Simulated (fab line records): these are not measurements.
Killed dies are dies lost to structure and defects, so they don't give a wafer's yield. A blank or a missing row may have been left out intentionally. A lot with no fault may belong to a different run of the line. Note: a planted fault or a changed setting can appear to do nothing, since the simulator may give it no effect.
fab line records	flow berkeley-cmos170
record: lots: 15	wafers: 45	last-day: 11
route steps=331 shown NWELL@16 NVT@105 PVT@124 M2@287
lots that met no fault: taken from a fault-free run of the same line
start-h: start of the lot's first displayed wafer, in hours after the record's first day	wait-h: hours elapsed since this lot's preceding step	" repeats the value in the row above	L1.1+2: a row that stands for several wafers	- no value present, or no start provided	* or withheld: withheld	< > ~ a bound
route shown NAME@n: names a module that has steps shown in the file, with the first one's number in the route	usual: mean/standard deviation of fault-free wafers	same: alike in all rows	chamber/n: place in a boat	sites: per-site readings	_std_site: standard deviation across them	_edge_site: outer sites' mean less inner sites'	radius-mm: for every site, how far away it sits from the centre of the wafer	mask NAME#n: copy n	behind: tool/chamber where the wafer was last shaped	hold: cause of the lot's hold/its duration in hours/its outcome	device: whichever transistor did not switch (one of n, p or np)	end of line: tests of these same wafers at the route's end	a step with no rows: only its recipe	killed: not the wafer's yield, but the dies lost to structure and defects at the first sort	map: dies across one wafer; x = killed, . = not, _ = none there
set.NAME: the run value of the setting; set.NAME@STEP: its run value at that earlier step	model.NAME: the simulator's own value behind a step, which no gauge read
route steps across a sampled set of lots; one table per step, one row per wafer
services: when a tool's chamber went out of use (start-h, in hours from the record's first day, below 0 if earlier), for how many hours, and the reason
== steps ==
step: UCB170_NWELL_THK_MEAS_02
recipe: reads: SiO2_of_NWELL_OXIDATION_01
usual: NWELL_OXIDE_THK: 26.2/0.49
lot.wafer	tool	chamber	start-h	wait-h	NWELL_OXIDE_THK[nm]
L460.2	film-metro-03	-	21.16	0.0	26.4
L460.5	"	-	"	"	26.3
L460.6	"	-	"	"	26.4
L461.2	film-metro-03	-	27.68	0.0	26.2
L461.4	"	-	"	"	26.6
L461.5	"	-	"	"	26.2
L463.1	film-metro-03	-	36.56	0.0	26.9
L463.2	"	-	"	"	26.8
L463.5	"	-	"	"	26.5
L464.1	film-metro-03	-	41.70	0.0	27.0
L464.2	"	-	"	"	27.3
L464.6	"	-	"	"	27.2
L465.2	film-metro-04	-	47.31	0.0	26.6
L465.5	"	-	"	"	26.7
L465.6	"	-	"	"	26.7
L467.1	film-metro-02	-	58.96	0.0	25.6
L467.5	"	-	"	"	26.0
L467.6	"	-	"	"	25.5
L469.1	film-metro-04	-	64.00	0.0	25.4
L469.2	"	-	"	"	25.4
L469.4	"	-	"	"	25.3
L475.1	film-metro-04	-	96.87	0.0	26.1
L475.3	"	-	"	"	25.6
L475.4	"	-	"	"	26.2
L476.4	film-metro-03	-	100.70	0.0	26.4
L476.5	"	-	"	"	25.7
L476.6	"	-	"	"	26.2
L477.1	film-metro-04	-	110.37	0.0	26.4
L477.2	"	-	"	"	26.8
L477.6	"	-	"	"	25.8
L478.2	film-metro-02	-	119.25	0.0	26.3
L478.4	"	-	"	"	25.9
L478.6	"	-	"	"	25.6
L479.2	film-metro-03	-	119.25	0.0	27.1
L479.3	"	-	"	"	26.6
L479.6	"	-	"	"	26.3
L480.2	film-metro-02	-	127.62	0.0	26.2
L480.4	"	-	"	"	26.7
L480.5	"	-	"	"	26.6
L481.1	film-metro-02	-	136.58	0.0	25.9
L481.4	"	-	"	"	26.5
L481.5	"	-	"	"	26.0
L483.3	film-metro-03	-	141.63	0.0	25.4
L483.5	"	-	"	"	25.5
L483.6	"	-	"	"	25.1
step: UCB170_NVT_COAT_01
recipe: resist: KrF	spin-rpm: 1500	resist-thk-nm: 900
usual: chill-plate-temp-C: 23.03/0.11	dispense-pressure-kPa: 49/5.3
lot.wafer	tool	chamber	start-h	wait-h	chill-plate-temp-C	dispense-pressure-kPa
L460.2	litho-track-03	0	90.94	0.1	22.94	53
L460.5	"	0	"	"	23.01	53
L460.6	"	0	"	"	22.95	53
L461.2	litho-track-01	0	121.43	0.1	23.19	43
L461.4	"	0	"	"	23.09	43
L461.5	"	0	"	"	23.09	43
L463.1	litho-track-04	0	121.58	0.1	23.10	55
L463.2	"	0	"	"	23.12	55
L463.5	"	0	"	"	23.08	55
L464.1	litho-track-03	0	121.60	0.1	23.12	53
L464.2	"	0	"	"	23.25	53
L464.6	"	0	"	"	23.29	53
L465.2	litho-track-01	-	139.96	0.1	-	-
L465.5	"	-	"	"	-	-
L465.6	"	-	"	"	-	-
L469.1	litho-track-03	-	143.66	0.1	-	-
L469.2	"	-	"	"	-	-
L469.4	"	-	"	"	-	-
L467.1	litho-track-01	-	143.82	0.1	-	-
L467.5	"	-	"	"	-	-
L467.6	"	-	"	"	-	-
L475.1	litho-track-04	0	176.49	0.1	23.09	55
L475.3	"	0	"	"	23.02	55
L475.4	"	0	"	"	23.08	55
L476.4	litho-track-01	0	186.65	0.1	23.09	43
L476.5	"	0	"	"	22.94	43
L476.6	"	0	"	"	22.98	43
L477.1	litho-track-03	0	192.19	0.1	23.01	53
L477.2	"	0	"	"	23.09	53
L477.6	"	0	"	"	23.15	53
L479.2	litho-track-01	0	207.06	0.1	22.93	43
L479.3	"	0	"	"	23.03	43
L479.6	"	0	"	"	23.08	43
L478.2	litho-track-04	0	207.12	0.1	22.92	55
L478.4	"	0	"	"	23.00	55
L478.6	"	0	"	"	23.04	55
L481.1	litho-track-04	0	213.57	0.1	22.80	55
L481.4	"	0	"	"	22.92	55
L481.5	"	0	"	"	23.00	55
L480.2	litho-track-03	0	214.48	0.1	23.16	53
L480.4	"	0	"	"	23.14	53
L480.5	"	0	"	"	23.19	53
L483.3	litho-track-01	0	214.59	0.1	23.05	43
L483.5	"	0	"	"	23.20	43
L483.6	"	0	"	"	23.22	43
step: UCB170_NVT_OVL_MEAS_06
usual: NVT_OVL: -1/4.9
lot.wafer	tool	chamber	start-h	wait-h	NVT_OVL[nm]
L460.2	overlay-01	-	92.13	-	5
L460.5	"	-	"	"	7
L460.6	"	-	"	"	3
L461.2	overlay-01	-	122.16	-	-2
L461.4	"	-	"	"	0
L461.5	"	-	"	"	1
L463.1	overlay-02	-	122.27	-	-3
L463.2	"	-	"	"	9
L463.5	"	-	"	"	-1
L464.1	overlay-01	-	122.43	-	4
L464.2	"	-	"	"	-1
L464.6	"	-	"	"	1
L465.2	overlay-02	-	140.78	-	-
L465.5	"	-	"	"	-
L465.6	"	-	"	"	-
L469.1	overlay-02	-	145.41	-	-
L469.2	"	-	"	"	-
L469.4	"	-	"	"	-
L467.1	overlay-01	-	145.55	-	-
L467.5	"	-	"	"	-
L467.6	"	-	"	"	-
L475.1	overlay-02	-	186.13	-	-3
L475.3	"	-	"	"	-8
L475.4	"	-	"	"	-8
L476.4	overlay-02	-	187.52	-	-5
L476.5	"	-	"	"	0
L476.6	"	-	"	"	-4
L477.1	overlay-01	-	193.28	-	3
L477.2	"	-	"	"	1
L477.6	"	-	"	"	6
L479.2	overlay-01	-	207.76	-	-4
L479.3	"	-	"	"	-2
L479.6	"	-	"	"	-7
L478.2	overlay-01	-	207.95	-	-8
L478.4	"	-	"	"	-11
L478.6	"	-	"	"	-5
L481.1	overlay-02	-	214.39	-	9
L481.4	"	-	"	"	0
L481.5	"	-	"	"	3
L480.2	overlay-01	-	215.84	-	-3
L480.4	"	-	"	"	-8
L480.5	"	-	"	"	-5
L483.3	overlay-01	-	216.21	-	-1
L483.5	"	-	"	"	-2
L483.6	"	-	"	"	-1
step: UCB170_PVT_TW_MEAS_09
usual: PVT_TW: 508/3.7
lot.wafer	tool	chamber	start-h	wait-h	PVT_TW
L460.2	film-metro-01	-	93.98	0.1	505
L460.5	"	-	"	"	505
L460.6	"	-	"	"	505
L461.2	film-metro-03	-	123.96	0.1	513
L461.4	"	-	"	"	515
L461.5	"	-	"	"	512
L463.1	film-metro-01	-	124.59	0.1	506
L463.2	"	-	"	"	510
L463.5	"	-	"	"	507
L464.1	film-metro-03	-	124.68	0.1	514
L464.2	"	-	"	"	514
L464.6	"	-	"	"	514
L465.2	film-metro-01	-	145.57	0.1	643
L465.5	"	-	"	"	640
L465.6	"	-	"	"	639
L469.1	film-metro-01	-	148.71	0.1	638
L469.2	"	-	"	"	641
L469.4	"	-	"	"	641
L467.1	film-metro-03	-	148.99	0.1	646
L467.5	"	-	"	"	650
L467.6	"	-	"	"	650
L475.1	film-metro-03	-	188.89	0.1	510
L475.3	"	-	"	"	509
L475.4	"	-	"	"	511
L476.4	film-metro-04	-	193.27	0.1	510
L476.5	"	-	"	"	509
L476.6	"	-	"	"	507
L477.1	film-metro-04	-	198.05	0.1	513
L477.2	"	-	"	"	509
L477.6	"	-	"	"	510
L479.2	film-metro-01	-	209.98	0.1	507
L479.3	"	-	"	"	506
L479.6	"	-	"	"	505
L478.2	film-metro-01	-	210.61	0.1	503
L478.4	"	-	"	"	505
L478.6	"	-	"	"	504
L481.1	film-metro-01	-	218.04	0.1	503
L481.4	"	-	"	"	503
L481.5	"	-	"	"	501
L480.2	film-metro-04	-	218.87	0.1	511
L480.4	"	-	"	"	510
L480.5	"	-	"	"	509
L483.3	film-metro-04	-	219.50	0.1	510
L483.5	"	-	"	"	508
L483.6	"	-	"	"	505
step: UCB170_M2_OVL_MEAS_16
usual: M2_OVL: 0/5.3
lot.wafer	tool	chamber	start-h	wait-h	M2_OVL[nm]
L460.2	overlay-01	-	140.54	0.1	-5
L460.5	"	-	"	"	2
L460.6	"	-	"	"	-6
L464.1	overlay-01	-	170.07	0.1	-11
L464.2	"	-	"	"	-5
L464.6	"	-	"	"	-1
L463.1	overlay-01	-	170.40	0.1	3
L463.2	"	-	"	"	0
L463.5	"	-	"	"	-1
L461.2	overlay-02	-	186.42	7.6	-8
L461.4	"	-	"	"	-3
L461.5	"	-	"	"	3
L465.2	overlay-01	-	198.31	0.1	-8
L465.5	"	-	"	"	3
L465.6	"	-	"	"	-3
L467.1	overlay-02	-	200.42	0.1	2
L467.5	"	-	"	"	2
L467.6	"	-	"	"	-2
L469.1	overlay-01	-	200.69	0.1	8
L469.2	"	-	"	"	-8
L469.4	"	-	"	"	2
L475.1	overlay-02	-	229.57	0.1	8
L475.3	"	-	"	"	-2
L475.4	"	-	"	"	3
L476.4	overlay-01	-	238.94	0.1	-2
L476.5	"	-	"	"	0
L476.6	"	-	"	"	-1
L477.1	overlay-01	-	247.24	0.1	-2
L477.2	"	-	"	"	3
L477.6	"	-	"	"	0
L479.2	overlay-02	-	254.00	0.1	-4
L479.3	"	-	"	"	0
L479.6	"	-	"	"	-8
L478.2	overlay-02	-	254.20	0.1	-2
L478.4	"	-	"	"	-3
L478.6	"	-	"	"	-3
L483.3	overlay-01	-	261.60	0.1	-10
L483.5	"	-	"	"	-13
L483.6	"	-	"	"	1
L481.1	overlay-02	-	265.46	0.1	10
L481.4	"	-	"	"	-3
L481.5	"	-	"	"	1
L480.2	overlay-01	-	265.71	0.1	5
L480.4	"	-	"	"	7
L480.5	"	-	"	"	7
step: UCB170_M2_ETCH_17
recipe: chemistry: N2/H2	target-depth-a: withheld	overetch-a: withheld	target: BARC	time-s: withheld	source-w: 500	bias-w: 100	pressure-mtorr: 30	n2-flow-sccm: 100	h2-flow-sccm: 200
usual: chamber-pressure-mTorr: 30.001/0.029	drypump-motor-current-A: 5.6/0.41	oes-product-au: 0.997/0.021	throttle-valve-pct: 13.32/0.25
lot.wafer	tool	chamber	start-h	wait-h	chamber-pressure-mTorr	drypump-motor-current-A	oes-product-au	throttle-valve-pct
L460.2	rie-diel-03	1	140.57	0.0	30.026	6.0	1.014	13.35
L460.5	"	0	"	"	29.997	6.0	1.044	13.33
L460.6	"	1	"	"	29.990	6.0	1.004	13.34
L464.1	rie-diel-03	3	170.11	0.0	29.997	6.3	1.018	13.32
L464.2	"	0	"	"	29.972	6.0	1.038	13.33
L464.6	"	2	"	"	30.041	5.7	0.967	13.16
L463.1	rie-diel-04	0	170.43	0.0	29.946	5.2	0.975	13.16
L463.2	"	2	"	"	30.028	5.8	0.978	13.47
L463.5	"	1	"	"	30.059	6.0	0.981	13.38
L461.2	rie-diel-01	3	186.45	0.0	30.051	5.1	1.013	13.85
L461.4	"	0	"	"	29.960	5.1	0.998	13.54
L461.5	"	3	"	"	30.001	5.1	1.009	13.87
L465.2	rie-diel-04	3	198.34	0.0	29.954	5.1	1.012	13.00
L465.5	"	3	"	"	30.033	5.1	1.018	13.00
L465.6	"	0	"	"	30.026	5.1	0.968	13.16
L467.1	rie-diel-01	3	200.46	0.0	29.968	5.1	1.008	13.86
L467.5	"	0	"	"	29.995	5.1	0.994	13.56
L467.6	"	3	"	"	30.006	5.1	1.014	13.86
L469.1	rie-diel-03	3	200.73	0.0	30.021	6.2	1.035	13.31
L469.2	"	1	"	"	30.018	6.0	1.006	13.35
L469.4	"	2	"	"	29.969	5.8	0.958	13.17
L475.1	rie-diel-01	1	229.61	0.0	30.010	5.6	0.995	12.91
L475.3	"	2	"	"	29.977	5.9	0.999	13.40
L475.4	"	1	"	"	30.010	5.7	1.008	12.91
L476.4	rie-diel-03	3	238.96	0.0	30.016	6.2	1.020	13.32
L476.5	"	3	"	"	29.962	6.2	1.015	13.32
L476.6	"	2	"	"	30.042	5.6	0.960	13.17
L477.1	rie-diel-01	1	247.28	0.0	29.986	5.6	1.007	12.89
L477.2	"	0	"	"	30.035	5.1	0.980	13.57
L477.6	"	2	"	"	30.055	6.0	0.998	13.41
L479.2	rie-diel-01	0	254.03	0.0	29.994	5.1	0.984	13.56
L479.3	"	3	"	"	29.970	5.1	1.009	13.87
L479.6	"	3	"	"	30.012	5.1	1.009	13.87
L478.2	rie-diel-03	2	254.23	0.0	29.950	5.7	0.971	13.18
L478.4	"	1	"	"	29.988	6.0	1.014	13.36
L478.6	"	2	"	"	29.990	5.7	0.972	13.18
L483.3	rie-diel-03	0	261.63	0.0	30.032	5.9	1.033	13.32
L483.5	"	2	"	"	30.011	5.7	0.963	13.16
L483.6	"	3	"	"	29.967	6.3	1.020	13.32
L481.1	rie-diel-04	3	265.50	0.0	30.002	5.1	1.006	13.00
L481.4	"	2	"	"	30.034	5.8	1.001	13.46
L481.5	"	1	"	"	30.049	6.0	0.973	13.36
L480.2	rie-diel-01	1	265.74	0.0	29.978	5.7	1.001	12.91
L480.4	"	2	"	"	30.010	5.9	0.992	13.40
L480.5	"	0	"	"	30.005	5.1	0.980	13.55
== services ==
tool	chamber	start-h	hours	kind
rie-diel-01	0	69.72	2.2	repair
rie-diel-03	0	71.74	3.8	repair
rie-diel-03	3	103.48	9.1	repair
rie-diel-04	0	108.54	2.5	repair
rie-diel-03	-	108.58	15.6	pm
rie-diel-04	2	132.72	11.0	repair
rie-diel-01	0	133.49	3.4	repair
rie-diel-01	1	146.03	-	clean
rie-diel-04	-	167.47	0.9	repair
rie-diel-04	-	167.60	0.9	repair
rie-diel-03	1	183.67	11.2	repair
rie-diel-03	0	188.76	38.8	repair
rie-diel-01	0	228.27	-	clean
rie-diel-01	0	228.27	17.4	scheduled-down
rie-diel-01	0	228.27	17.4	vent-cycle
rie-diel-04	2	241.46	9.3	repair
== key ==
first-sign: step: UCB170_NVT_COAT_01	reading: tool-record	direction: missing
effect: step: UCB170_NVT_OVL_MEAS_06	reading: NVT_OVL	direction: missing
effect: step: UCB170_PVT_TW_MEAS_09	reading: PVT_TW	direction: up	sigmas: 37	usual: 508	struck: 643
met-at UCB170_NVT_COAT_01
struck-lots L465,L467,L469
sort-left-out L465.2,L465.5,L465.6,L467.1,L467.5,L467.6,L469.1,L469.2,L469.4
tester-left-out L465,L467,L469
not-acting-at UCB170_NWELL_THK_MEAS_02,UCB170_M2_OVL_MEAS_16,UCB170_M2_ETCH_17
onset-between 121.60 139.96
fault: kind: skipped-step-whole	tool: litho-track-01,litho-track-03	chamber: -	onset-h: 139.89	steps: UCB170_NVT_COAT_01	scope: struck-lots-only
tester-left-out: of these lots the tester's yield and bins aren't shown, on N5 and GAA mostly nor the transistor test; their killed dies are dies lost to structure and defects alone, not to doping, threshold or leakage, so they don't give the yield
sort-left-out: the simulated sort isn't trusted on such a fault, so these wafers' sort isn't shown, and their yield isn't known
